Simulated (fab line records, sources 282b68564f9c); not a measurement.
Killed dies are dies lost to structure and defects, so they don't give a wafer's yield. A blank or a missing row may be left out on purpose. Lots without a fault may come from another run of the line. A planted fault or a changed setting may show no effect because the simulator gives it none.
One fault seen from 2 desks | flow rit_cmos | each desk has only its own numbers; what lay behind them comes last

THE TOOL OWNER'S DESK: litho_track-03
The tool's own readings at RIT_ACTIVE_DEVELOP_10 (develop time 50 s): means of the sampled wafers that have a number, for each lot that ran on this tool. A lot is out of limits, marked OUT, if its mean lies more than 4 standard deviations from the usual mean; the brackets give that distance.
Columns: A = chill_plate_temp_C at RIT_ACTIVE_DEVELOP_10, usual 23.01 C
lot  | first seen here | A
L748 | day 1 17:00     | 23.11
L750 | day 2 00:00     | 22.87
L752 | day 2 10:00     | 23.15
L753 | day 2 16:00     | 22.87
L754 | day 2 21:00     | 23.02
L756 | day 3 08:00     | 23.14
L768 | day 5 22:00     | 22.95
This desk's finding: nothing out of limits on any of the 7 lots.

THE METROLOGY DESK
What the gauges read, lot by lot, whatever tool the lot ran on: means of the sampled wafers that have a number. A lot is out of limits, marked OUT, if its mean lies more than 4 standard deviations from the usual mean; the brackets give that distance.
Columns: A = cd_nm at RIT_ACTIVE_CD_MEAS_11, usual 1399.8 nm
lot  | first seen here | A
L748 | day 1 17:28     | 1400.1
L750 | day 2 00:52     | 1398.6
L752 | day 2 11:05     | 1402.3
L753 | day 2 16:20     | 1380.3 (-8.8) OUT
L754 | day 2 21:55     | 1385.4 (-6.5) OUT
L755 | day 3 02:05     | 1396.8
L756 | day 3 08:41     | 1380.6 (-8.7) OUT
L757 | day 3 13:50     | 1402.3
L762 | day 4 18:08     | 1396.6
L764 | day 4 22:34     | 1400.6
L766 | day 5 08:49     | 1398.8
L768 | day 5 22:18     | 1394.4
L769 | day 6 03:02     | 1399.8
L770 | day 6 05:15     | 1401.3
L771 | day 6 09:30     | 1401.6
This desk's finding: out of limits on L753, L754, L756; first on L753, day 2 16:20 (cd_nm at RIT_ACTIVE_CD_MEAS_11). In limits: L748, L750, L752, L755, L757, L762, L764, L766, L768, L769, L770, L771.

PUT TOGETHER
The metrology desk could have raised an alarm at day 2 16:20, on L753, L754, L756.
The tool owner's desk saw nothing out of limits.
The tool owner's desk has L753, L754, L756 on record, within its limits.
Of the lots named, all ran RIT_ACTIVE_DEVELOP_10 on litho_track-03.

WHAT THE SIMULATOR HAD PUT IN
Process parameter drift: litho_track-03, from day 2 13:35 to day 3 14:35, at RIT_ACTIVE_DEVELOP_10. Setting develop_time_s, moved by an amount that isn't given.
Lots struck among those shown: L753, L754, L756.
Hours from the fault's start to each desk's first reading out of limits: the metrology desk, 3.
